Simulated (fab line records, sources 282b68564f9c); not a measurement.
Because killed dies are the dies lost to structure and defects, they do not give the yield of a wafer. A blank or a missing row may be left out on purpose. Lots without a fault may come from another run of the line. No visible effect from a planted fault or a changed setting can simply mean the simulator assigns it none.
A struck lot beside a sound one | flow rit_cmos | 39 steps out of a route of 202
Sound: the wafers L641.2, L641.3, L641.4. Struck: wafers L645.2, L645.4, L645.5. The cause comes at the end.
Each step with rows lists, per side, the tool, then ch with its chambers, then its first start. Under that, the readings that differ: sound wafers | struck wafers | difference of the means | sigmas: that difference in standard deviations of wafers without a fault.
alike: words and numbers the same on both sides, and readings whose means are apart by under 2 such deviations; not compared: readings that were withheld, readings missing a value for some wafer, numbers with overlapping values and no deviation given by the record, and bounds like >300 which may hide the same value.
Wherever a step has rows on one side only, a row that says differs or no value, or a row with sigmas, the two part there. Non-overlapping numbers with no deviation appear without sigmas and do not part them. Lack of a reading on every wafer of one side parts them only where that side has two or more wafers.

first, 3 steps without rows for these wafers: RIT_GATE_EXPOSE_13 (exposes mask M6, target cd 150 nm); RIT_GATE_PEB_14; RIT_GATE_DEVELOP_15 (develop time 50 s).
RIT_GATE_CD_MEAS_16: target cd 150 nm.
  sound on cd_sem-01, day 3 18:34; struck on cd_sem-01, day 4 16:43
  alike: cd_nm
RIT_GATE_OVL_MEAS_17:
  sound on overlay-01, day 3 18:41; struck on overlay-01, day 4 16:50
  alike: GATE_OVL
then, 1 step without rows for these wafers: RIT_GATE_HARDBAKE_18 (time 60 s).
RIT_GATE_ETCH_19: etches poly-Si in SF6/CHF3/O2, stops on SiO2, time 165 s, target depth 312.5 nm.
  sound on rie_si-02 ch 0,2,3, day 3 18:58; struck on rie_si-02 ch 1,2,3, day 4 17:01
  alike: SF6_flow_sccm, drypump_motor_current_A, he_backside_leak_sccm, oes_product_au, throttle_valve_pct
  not compared: rf_hours_counter_h
RIT_GATE_STRIP_20: strips in O2, time 180 s.
  sound on plasma_asher-03 ch 0,1, day 3 19:04; struck on plasma_asher-04 ch 1, day 4 17:07
  alike: drypump_motor_current_A
  not compared: rf_hours_counter_h
RIT_GATE_CD_MEAS_90: target cd 150 nm.
  sound on cd_sem-01, day 3 19:16; struck on cd_sem-02, day 4 17:19
  alike: cd_nm
then, 3 steps without rows for these wafers: RIT_REOX_CLEAN_00 (cleans in SC1, time 600 s); RIT_REOX_CLEAN_01 (cleans in dHF, time 30 s); RIT_REOX_CLEAN_02 (cleans in SC2, time 600 s).
RIT_REOX_OXIDATION_03: target thk 25.2 nm, ox time 5580 s.
  sound on furnace-04 ch 0, day 3 20:08; struck on furnace-01 ch 0, day 4 17:47
  reading                                     | sound                | struck               | difference | sigmas
  spike_tc_centre_C (C)                       | 901.4 902.4 900.8    | 911.3 911.1 910.4    | +9.4       | +7
  tube_center_temp_C (C)                      | 899.95 900.04 900.01 | 908.14 907.85 908.02 | +8.00      | +96
  tube_center_temp_C_max                      | 902.0 902.1 902.3    | 910.6 909.9 909.9    | +8.0       | +21
  model.SiO2_of_REOX_OXIDATION_03.thk_nm (nm) | 25.71 25.55 25.69    | 27.74 27.7 27.52     | +2.00      |
RIT_REOX_THK_MEAS_04:
  sound on film_metro-04, day 3 22:41; struck on film_metro-02, day 4 20:20
  reading             | sound          | struck         | difference | sigmas
  REOX_OXIDE_THK (nm) | 25.7 25.6 25.7 | 27.8 27.7 27.5 | +2.0       | +3
then, 6 steps without rows for these wafers: RIT_NLDD_HMDS_00 (prime time 60 s); RIT_NLDD_COAT_01 (resist thk 1000 nm); RIT_NLDD_SOFTBAKE_02 (time 60 s); RIT_NLDD_EXPOSE_03 (exposes mask M7, target cd 40700 nm); RIT_NLDD_PEB_04; RIT_NLDD_DEVELOP_05 (develop time 50 s).
RIT_NLDD_OVL_MEAS_06:
  sound on overlay-02, day 4 04:06; struck on overlay-01, day 4 21:14
  alike: NLDD_OVL
then, 2 steps without rows for these wafers: RIT_NLDD_HARDBAKE_07 (time 60 s); RIT_NLDD_IMPLANT_08.
RIT_NLDD_STRIP_09: strips in O2, time 180 s.
  sound on plasma_asher-02 ch 0,1, day 4 04:26; struck on plasma_asher-03 ch 0,1, day 4 21:34
  alike: drypump_motor_current_A
  not compared: rf_hours_counter_h
RIT_NLDD_TW_MEAS_10:
  sound on film_metro-02, day 4 04:37; struck on film_metro-01, day 4 21:46
  alike: NLDD_TW
then, 6 steps without rows for these wafers: RIT_PLDD_HMDS_00 (prime time 60 s); RIT_PLDD_COAT_01 (resist thk 1000 nm); RIT_PLDD_SOFTBAKE_02 (time 60 s); RIT_PLDD_EXPOSE_03 (exposes mask M8, target cd 40900 nm); RIT_PLDD_PEB_04; RIT_PLDD_DEVELOP_05 (develop time 50 s).
RIT_PLDD_OVL_MEAS_06:
  sound on overlay-02, day 4 05:37; struck on overlay-01, day 4 22:47
  alike: PLDD_OVL
then, 2 steps without rows for these wafers: RIT_PLDD_HARDBAKE_07 (time 60 s); RIT_PLDD_IMPLANT_08.
RIT_PLDD_STRIP_09: strips in O2, time 180 s.
  sound on plasma_asher-02 ch 0,1, day 4 05:57; struck on plasma_asher-03 ch 0,1, day 4 23:07
  alike: drypump_motor_current_A
  not compared: rf_hours_counter_h
RIT_PLDD_TW_MEAS_10:
  sound on film_metro-03, day 4 06:08; struck on film_metro-03, day 4 23:18
  alike: PLDD_TW
RIT_SPACER_CLEAN_00: cleans in SC1, time 600 s.
  sound on wet_bench-03 ch 1, day 4 06:11; struck on wet_bench-01 ch 2, day 4 23:21
  reading                                     | sound            | struck           | difference | sigmas
  model.SiO2_of_REOX_OXIDATION_03.thk_nm (nm) | 23.7 23.54 23.68 | 25.59 25.55 25.4 | +1.87      |
then, 1 step without rows for these wafers: RIT_SPACER_CLEAN_01 (cleans in dHF, time 30 s).
RIT_M1_PROBE_99:
  sound on prober-02, day 4 19:48; struck on prober-02, day 5 12:32
  reading                             | sound             | struck            | difference | sigmas
  model.etest.pmos_turned.r_on_ohm_um | 3575 3577 3538    | 3834 3791 3840    | +258       |
  model.etest.pmos_0p15.r_on_ohm_um   | 2849 2845 2781    | 2927 2916 2995    | +121       |
  model.etest.pldd.rs_ohm_sq          | 539.4 524.4 536.7 | 628.5 630.3 609.8 | +89.4      |
  model.etest.nmos_turned.drive_ua_um | 304.3 303.3 304.1 | 267.4 264.4 273.4 | -35.5      |
  model.etest.nldd.rs_ohm_sq          | 391 386.5 388.9   | 433.7 431.9 427.6 | +42.3      |
  alike: killed_at_front_end, killed_dies, killed_open, killed_short
  not compared: model.etest.pmos_0p3.r_on_ohm_um, model.etest.nmos_0p3.r_on_ohm_um, model.etest.nmos_0p15.r_on_ohm_um

== WHERE THEY PART ==
At RIT_REOX_OXIDATION_03 first; at RIT_REOX_THK_MEAS_04 last (within this record only). Later steps at which nothing parts them and some readings are alike: RIT_NLDD_OVL_MEAS_06, RIT_NLDD_STRIP_09, RIT_NLDD_TW_MEAS_10, RIT_PLDD_OVL_MEAS_06, RIT_PLDD_STRIP_09, RIT_PLDD_TW_MEAS_10, RIT_M1_PROBE_99.

WHY: what the simulator had put in
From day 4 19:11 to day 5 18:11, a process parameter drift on furnace-01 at RIT_REOX_OXIDATION_03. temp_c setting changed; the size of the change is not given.
